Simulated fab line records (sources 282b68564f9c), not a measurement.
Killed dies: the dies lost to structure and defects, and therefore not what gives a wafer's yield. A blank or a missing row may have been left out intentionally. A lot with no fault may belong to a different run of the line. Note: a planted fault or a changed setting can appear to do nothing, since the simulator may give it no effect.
What tool caused it?    flow rit_cmos    15 lots, 45 wafers sampled, at 1 step of a route of 202

WHAT THE GAUGES SHOWED, per wafer
The record lacks any reading of a measuring or inspecting step that a usual standard deviation could be used to judge.

WHICH TOOL RAN EACH LOT (tool, then ch and the chambers of the sampled wafers, then the start)
lot   RIT_NWELL_DEVELOP_05
L556  litho_track-04 ch 0, day 2 09:00
L558  litho_track-02 ch 0, day 2 18:00
L563  litho_track-01, day 3 18:00
L564  litho_track-04, day 3 23:00
L565  litho_track-04, day 4 04:00
L567  litho_track-04 ch 0, day 4 13:00
L568  litho_track-01 ch 0, day 4 20:00
L569  litho_track-01 ch 0, day 4 23:00
L570  litho_track-02 ch 0, day 5 06:00
L571  litho_track-01 ch 0, day 5 10:00
L572  litho_track-01 ch 0, day 5 16:00
L573  litho_track-01 ch 0, day 5 20:00
L574  litho_track-01 ch 0, day 6 01:00
L575  litho_track-04 ch 0, day 6 05:00
L576  litho_track-04 ch 0, day 6 11:00
- RIT_NWELL_DEVELOP_05: develop time 68 s.

AS READ BY THE TOOLS THEMSELVES (means over the sampled wafers that have a number; for cases with no such wafer, the mark the record gives instead)
RIT_NWELL_DEVELOP_05.
lot   tool            chill_plate_temp_C (C)
L556  litho_track-04  23.00
L558  litho_track-02  23.02
L563  litho_track-01  -
L564  litho_track-04  -
L565  litho_track-04  -
L567  litho_track-04  22.98
L568  litho_track-01  22.97
L569  litho_track-01  23.01
L570  litho_track-02  22.82
L571  litho_track-01  23.04
L572  litho_track-01  22.96
L573  litho_track-01  23.01
L574  litho_track-01  23.11
L575  litho_track-04  22.85
L576  litho_track-04  23.05

THE ANSWER, worked out from the rows above alone
Rule: the usual values come from the lots themselves. The widest of any qualifying gaps counts: lots, ordered by their means at a reading, are off when they make up no more than a third of the lots, leave a main group of 4 or more, and stand apart from it by 3 or more times the standard deviation of that group's means. The tables above print the reading to a certain number of digits; a main group whose means all agree to those digits is not used. Also off: a lot with no number at a reading for which 4 or more lots have one. The other lots that the step has rows for count as sound. The gauges are gone through in route order, then the tools' own readings, and for those a lot's mean is taken as printed above. The first step at which some lot is off is used, and at that step the reading that is off furthest; a lot without a number counts as furthest.
Off, at RIT_NWELL_DEVELOP_05 on chill_plate_temp_C: L563, L564, L565. Without a number there: L563, L564, L565. Mean 22.98 C and standard deviation 0.077 in the main group.
A tool fits if, at that step or a process step before it, it ran every lot that is off, and no sound lot after the first of them. Of those tried, none fits.

WHAT THE SIMULATOR PUT IN
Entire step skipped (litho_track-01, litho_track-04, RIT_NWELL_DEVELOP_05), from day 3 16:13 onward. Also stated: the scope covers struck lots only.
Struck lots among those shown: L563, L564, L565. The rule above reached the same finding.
